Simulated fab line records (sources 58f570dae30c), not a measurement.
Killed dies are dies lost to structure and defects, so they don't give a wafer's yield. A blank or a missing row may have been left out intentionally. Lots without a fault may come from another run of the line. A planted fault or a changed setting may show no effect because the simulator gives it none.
8D (eight disciplines) problem report, filled in by code :: flow berkeleyCmos170 :: the parts of the form that need people (team, actions taken, sign-off) are left out

1. THE PROBLEM
Wafers without a fault read 1500.0 rpm, standard deviation 1.1; spinSpeedRpm at UCB170_M1_COAT_04 reads a mean of 1553.0 rpm on 6 wafers belonging to 2 lots. Relative to the usual mean, that is a shift of +48 standard deviations.
The step: resist thk 900 nm.
First observed at day 8 23:00: wafer L839.2, on lithoTrack-04. The record holds 18 wafers of 6 lots with a number at this step. The rule behind "out" and "out of limits": a value lying over 4 standard deviations away from the usual mean. All remaining wafers that have a number are taken as sound.

2. WHAT IT IS AND WHAT IT IS NOT
question: which readings at this step
is: spinSpeedRpm
is not: -

question: which lots
is: L838, L839
is not: L832, L845, L847, L849

question: which wafers of those lots
is: all that have a number
is not: -

question: read on which tools
is: lithoTrack-04
is not: lithoTrack-02, lithoTrack-03

question: when
is: from day 8 23:00
is not: up to then (3 sound wafers); but 9 sound wafers of L845, L847, L849 came after

3. THE SUSPECTS, EACH WITH WHAT RULES IT OUT
Counting: any tool at a process step up to the reading is kept as a suspect provided that every lot that is out went through it and no sound lot did after the first of them.
- lithoTrack-04 at UCB170_M1_COAT_04 (resist thk 900 nm): kept. It processed each lot that is out, first L839 at day 8 23:00, and no sound lot thereafter; up to then, the last sound lot it processed was L832 at day 7 00:00. Its own spinSpeedRpm readings are out on those wafers.
After counting, what remains is lithoTrack-04 at UCB170_M1_COAT_04.

4. THE CAUSE (what the simulator had put in)
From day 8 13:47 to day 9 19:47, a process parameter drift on lithoTrack-04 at UCB170_M1_COAT_04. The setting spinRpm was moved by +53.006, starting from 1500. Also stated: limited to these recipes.
Counting left only this tool.

5. THE EFFECT CHAIN, in route order
Rows list readings where the struck wafers' mean (over those with a number) sits beyond 3 standard deviations from the usual. Only readings whose record carries a usual standard deviation are examined. hours: median over the lots of the time between each lot's start at the first step of this table that gives one and its start at this step. sigmas: the change, counted in usual standard deviations.
hours: 0
step: UCB170_M1_COAT_04
reading: spinSpeedRpm
usual: 1500.0 rpm
on struck wafers: 1553.0
change: +53.0
sigmas: +48
It contains these process steps:
- UCB170_M1_COAT_04: resist thk 900 nm.
At these later measuring or inspecting steps, every struck wafer for which the step has a row has a number for every such reading, and none has moved that far: UCB170_M1_CD_MEAS_09.

6. HOW IT WOULD HAVE BEEN CAUGHT EARLIER
First out-of-limits reading in this record: day 8 23:00, which is 9 hours after fault onset at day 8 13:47.
